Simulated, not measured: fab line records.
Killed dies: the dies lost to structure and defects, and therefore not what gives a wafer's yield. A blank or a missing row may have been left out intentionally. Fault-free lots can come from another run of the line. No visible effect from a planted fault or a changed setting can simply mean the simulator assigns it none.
Matching of chambers -- flow berkeley cmos170 -- UCB170_GATE_ETCH_15 on rie si-02: 4 sister chambers
The step etches poly-Si in HBr/Cl2, stops on SiO2, time 56.3 s, target depth 278.2 nm. 18 wafers are shown with their chamber, then 9 later ones without.

## WAFERS PAIRED WITH THEIR CHAMBERS
wafer,chamber,throttle valve pct (%),drypump motor current A (A),oes product au (a.u.)
L920.2,3,26.41,6.21,0.846
L920.4,2,26.78,5.65,0.859
L920.5,2,26.79,5.65,0.854
L921.1,1,26.18,5.64,0.820
L921.2,3,26.42,6.15,0.829
L921.6,2,26.80,5.63,0.854
L922.1,0,26.70,5.54,0.820
L922.3,2,26.79,5.67,0.848
L922.4,1,26.17,5.64,0.824
L923.1,0,26.71,5.53,0.799
L923.2,3,26.40,6.16,0.814
L923.3,1,26.17,5.64,0.798
L934.1,3,26.41,6.21,0.828
L934.3,1,26.19,5.63,0.828
L934.6,1,26.18,5.62,0.823
L937.1,1,26.18,5.65,0.821
L937.4,3,26.43,6.21,0.826
L937.5,0,26.70,5.53,0.806

SIGNATURES (means of the wafers above)
reading,chamber 0,chamber 1,chamber 2,chamber 3,scatter within a chamber
throttle valve pct,26.7033,26.1783,26.7900,26.4140,0.00874
drypump motor current A,5.5333,5.6367,5.6500,6.1880,0.019
oes product au,0.80833,0.81900,0.85375,0.82860,0.00993
Rule: distance of a wafer from a chamber = root of the sum over the readings of ((wafer's reading minus chamber's mean) / reading's scatter) squared. The wafer belongs to the nearest chamber; if the next one is less than 2 further off, it can't be placed. The scatter: take each reading less its chamber's mean, square it, sum over the shown wafers, divide by the number of wafers less the number of chambers, and take the root.

## WAFERS WITHOUT THEIR CHAMBER
wafer,throttle valve pct (%),drypump motor current A (A),oes product au (a.u.)
L942.1,26.18,5.64,0.812
L942.2,26.71,5.54,0.800
L942.3,26.43,6.20,0.822
L940.1,26.18,5.63,0.818
L940.3,26.44,6.18,0.823
L940.6,26.42,6.17,0.823
L943.3,26.70,5.52,0.824
L943.4,26.91,5.68,0.839
L943.6,26.71,5.54,0.821

## THE CHAMBER EACH PASSED THROUGH
wafer,from the rows above,in truth
L942.1,1,1
L942.2,0,0
L942.3,3,3
L940.1,1,1
L940.3,3,3
L940.6,3,3
L943.3,0,0
L943.4,2,2
L943.6,0,0
9 of 9 placed correctly. Left unplaced by these rows: 0. 0 placed wrongly.
